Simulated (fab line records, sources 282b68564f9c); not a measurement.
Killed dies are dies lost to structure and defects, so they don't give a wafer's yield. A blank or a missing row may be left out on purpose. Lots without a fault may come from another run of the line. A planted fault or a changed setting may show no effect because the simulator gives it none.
Which tool did it? | flow rit_cmos | 15 lots, 45 wafers sampled, at 1 step of a route of 202

WHAT THE GAUGES READ, wafer by wafer
The record holds no reading of a measuring or inspecting step that can be judged against a usual standard deviation.

WHICH TOOL RAN EACH LOT (tool, then ch and the chambers of the sampled wafers, then the start)
lot  | RIT_PSD_PEB_04
L227 | litho_track-03 ch 0, day 3 03:46
L228 | litho_track-01 ch 0, day 3 10:37
L229 | litho_track-03 ch 0, day 3 17:14
L236 | litho_track-01, day 5 07:32
L237 | litho_track-03, day 5 08:59
L238 | litho_track-03, day 5 12:39
L241 | litho_track-02 ch 0, day 6 03:45
L243 | litho_track-02 ch 0, day 6 13:02
L244 | litho_track-02 ch 0, day 6 17:26
L245 | litho_track-01 ch 0, day 6 20:16
L246 | litho_track-02 ch 0, day 7 02:32
L247 | litho_track-02 ch 0, day 7 09:25
L248 | litho_track-01 ch 0, day 7 11:21
L249 | litho_track-01 ch 0, day 7 16:19
L250 | litho_track-01 ch 0, day 7 22:31
- RIT_PSD_PEB_04

WHAT THE TOOLS THEMSELVES READ (means of the sampled wafers that have a number; where no wafer has one, the mark that the record gives instead)
RIT_PSD_PEB_04. Usual: exhaust_pa 44.9 Pa, standard deviation 0.91.
lot  | tool           | exhaust_pa (Pa) | flag
L227 | litho_track-03 | 45.3            |
L228 | litho_track-01 | 45.2            |
L229 | litho_track-03 | 44.6            |
L236 | litho_track-01 | -               | OFF
L237 | litho_track-03 | -               | OFF
L238 | litho_track-03 | -               | OFF
L241 | litho_track-02 | 45.6            |
L243 | litho_track-02 | 44.3            |
L244 | litho_track-02 | 45.3            |
L245 | litho_track-01 | 45.5            |
L246 | litho_track-02 | 45.4            |
L247 | litho_track-02 | 43.6            |
L248 | litho_track-01 | 45.4            |
L249 | litho_track-01 | 44.5            |
L250 | litho_track-01 | 45.0            |

THE ANSWER, worked out from the rows above alone
Rule: a lot is off if the mean of its wafers that have a number lies more than 3 standard deviations from the usual mean. A lot without any number at a reading at which 4 lots or more have one is off too. The other lots that the step has rows for count as sound. The gauges are gone through in route order, then the tools' own readings, and for those a lot's mean is taken as printed above. The first step at which some lot is off is used, and at that step the reading that is off furthest; a lot without a number counts as furthest.
Off: L236, L237, L238, at RIT_PSD_PEB_04 (exhaust_pa). Without a number there: L236, L237, L238.
A tool fits if, at that step or a process step before it, it ran every lot that is off, and no sound lot after the first of them. None of those tried fits.

WHAT THE SIMULATOR HAD PUT IN
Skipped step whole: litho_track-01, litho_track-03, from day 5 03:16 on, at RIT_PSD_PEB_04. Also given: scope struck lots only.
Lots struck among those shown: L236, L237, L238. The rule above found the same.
